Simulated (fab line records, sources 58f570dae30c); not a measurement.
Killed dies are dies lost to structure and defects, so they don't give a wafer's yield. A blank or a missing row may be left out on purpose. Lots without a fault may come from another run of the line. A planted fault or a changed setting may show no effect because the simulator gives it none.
A sampling plan put to the test | flow berkeley_cmos170 | one fab line, 12 faults that these records tell of, each judged on the records of the lots that it struck
The plan is the line's own looks: the steps of the route at which a gauge or an inspection reads the wafer and doesn't change it. A look can be judged if struck wafers have a number there and the file gives its usual mean and standard deviation on fault-free wafers. Caught: at a look after the fault's first step, the mean of the struck wafers lies 4 or more of those standard deviations (sigma) from the usual mean. On the tool: the same test on the tool's own readings at the fault's steps. Another recipe on the struck wafers, or a record that is blank for them alone, also counts as caught.

THE FAULTS, as the simulator had put them in
1. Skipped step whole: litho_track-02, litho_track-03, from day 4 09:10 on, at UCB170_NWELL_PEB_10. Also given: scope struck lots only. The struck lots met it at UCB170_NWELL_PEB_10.
2. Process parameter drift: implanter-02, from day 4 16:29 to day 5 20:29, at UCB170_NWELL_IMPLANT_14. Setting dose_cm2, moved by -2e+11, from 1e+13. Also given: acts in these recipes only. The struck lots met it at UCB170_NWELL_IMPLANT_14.
3. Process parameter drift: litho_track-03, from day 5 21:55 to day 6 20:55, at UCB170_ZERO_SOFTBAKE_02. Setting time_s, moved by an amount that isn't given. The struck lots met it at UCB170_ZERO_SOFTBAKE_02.
4. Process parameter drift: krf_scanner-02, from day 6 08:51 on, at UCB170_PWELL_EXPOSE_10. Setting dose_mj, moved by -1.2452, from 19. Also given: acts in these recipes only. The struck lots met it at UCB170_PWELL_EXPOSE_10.
5. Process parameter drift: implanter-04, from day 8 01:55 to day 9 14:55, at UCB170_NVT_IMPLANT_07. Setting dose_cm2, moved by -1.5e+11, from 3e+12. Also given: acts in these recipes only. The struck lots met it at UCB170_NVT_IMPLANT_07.
6. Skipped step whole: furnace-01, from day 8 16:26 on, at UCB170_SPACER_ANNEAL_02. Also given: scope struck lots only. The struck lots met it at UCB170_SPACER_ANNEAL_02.
7. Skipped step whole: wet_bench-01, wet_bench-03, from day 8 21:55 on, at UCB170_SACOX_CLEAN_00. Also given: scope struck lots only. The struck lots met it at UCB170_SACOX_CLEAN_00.
8. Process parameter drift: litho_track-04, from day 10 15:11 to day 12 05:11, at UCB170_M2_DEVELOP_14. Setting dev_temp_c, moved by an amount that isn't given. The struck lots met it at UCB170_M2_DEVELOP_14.
9. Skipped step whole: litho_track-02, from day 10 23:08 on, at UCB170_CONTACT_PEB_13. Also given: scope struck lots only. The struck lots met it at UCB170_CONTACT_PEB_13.
10. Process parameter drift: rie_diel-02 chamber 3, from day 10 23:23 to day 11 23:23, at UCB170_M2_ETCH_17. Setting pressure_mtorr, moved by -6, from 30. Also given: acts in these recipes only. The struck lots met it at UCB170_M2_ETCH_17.
11. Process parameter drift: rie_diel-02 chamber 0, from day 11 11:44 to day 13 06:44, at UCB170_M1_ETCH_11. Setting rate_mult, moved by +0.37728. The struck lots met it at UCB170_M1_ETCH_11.
12. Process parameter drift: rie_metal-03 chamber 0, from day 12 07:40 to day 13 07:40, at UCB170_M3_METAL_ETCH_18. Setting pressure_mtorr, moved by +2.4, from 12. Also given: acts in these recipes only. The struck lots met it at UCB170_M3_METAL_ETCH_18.

WHAT THE PLAN SAW
fault | on the tool itself                               | first look that catches it                      | reading, sigma | median hours from its first step to that look | hours from the fault's start to the first struck lot there | judged looks passed uncaught
1     | the tool's record is blank for the struck wafers | no look after it can be judged                  | -              | -                                             | -                                                          | 0
2     | dose_ions_cm2 -20 sigma                          | none of the 3 looks that can be judged after it | -              | -                                             | -                                                          | 3
3     | run_length_s +99 or beyond sigma                 | none of the 2 looks that can be judged after it | -              | -                                             | -                                                          | 2
4     | exposure_dose_mJ_cm2 -68 sigma                   | none of the 2 looks that can be judged after it | -              | -                                             | -                                                          | 2
5     | dose_ions_cm2 -46 sigma                          | none of the 2 looks that can be judged after it | -              | -                                             | -                                                          | 2
6     | the tool's record is blank for the struck wafers | no look after it can be judged                  | -              | -                                             | -                                                          | 0
7     | the tool's record is blank for the struck wafers | no look after it can be judged                  | -              | -                                             | -                                                          | 0
8     | developer_temp_C +7.8 sigma                      | no look after it can be judged                  | -              | -                                             | -                                                          | 0
9     | the tool's record is blank for the struck wafers | no look after it can be judged                  | -              | -                                             | -                                                          | 0
10    | chamber_pressure_mTorr -99 or beyond sigma       | no look after it can be judged                  | -              | -                                             | -                                                          | 0
11    | oes_product_au +14 sigma                         | no look after it can be judged                  | -              | -                                             | -                                                          | 0
12    | chamber_pressure_mTorr +99 or beyond sigma       | no look after it can be judged                  | -              | -                                             | -                                                          | 0
A dash: the fault isn't caught, or these records don't give the number.

Caught at a look: 0 of 12. Caught on the tool: 12 of 12. By one or the other: 12 of 12.
Caught on the tool alone: faults 1, 2, 3, 4, 5, 6, 7, 8, 9, 10, 11, 12.
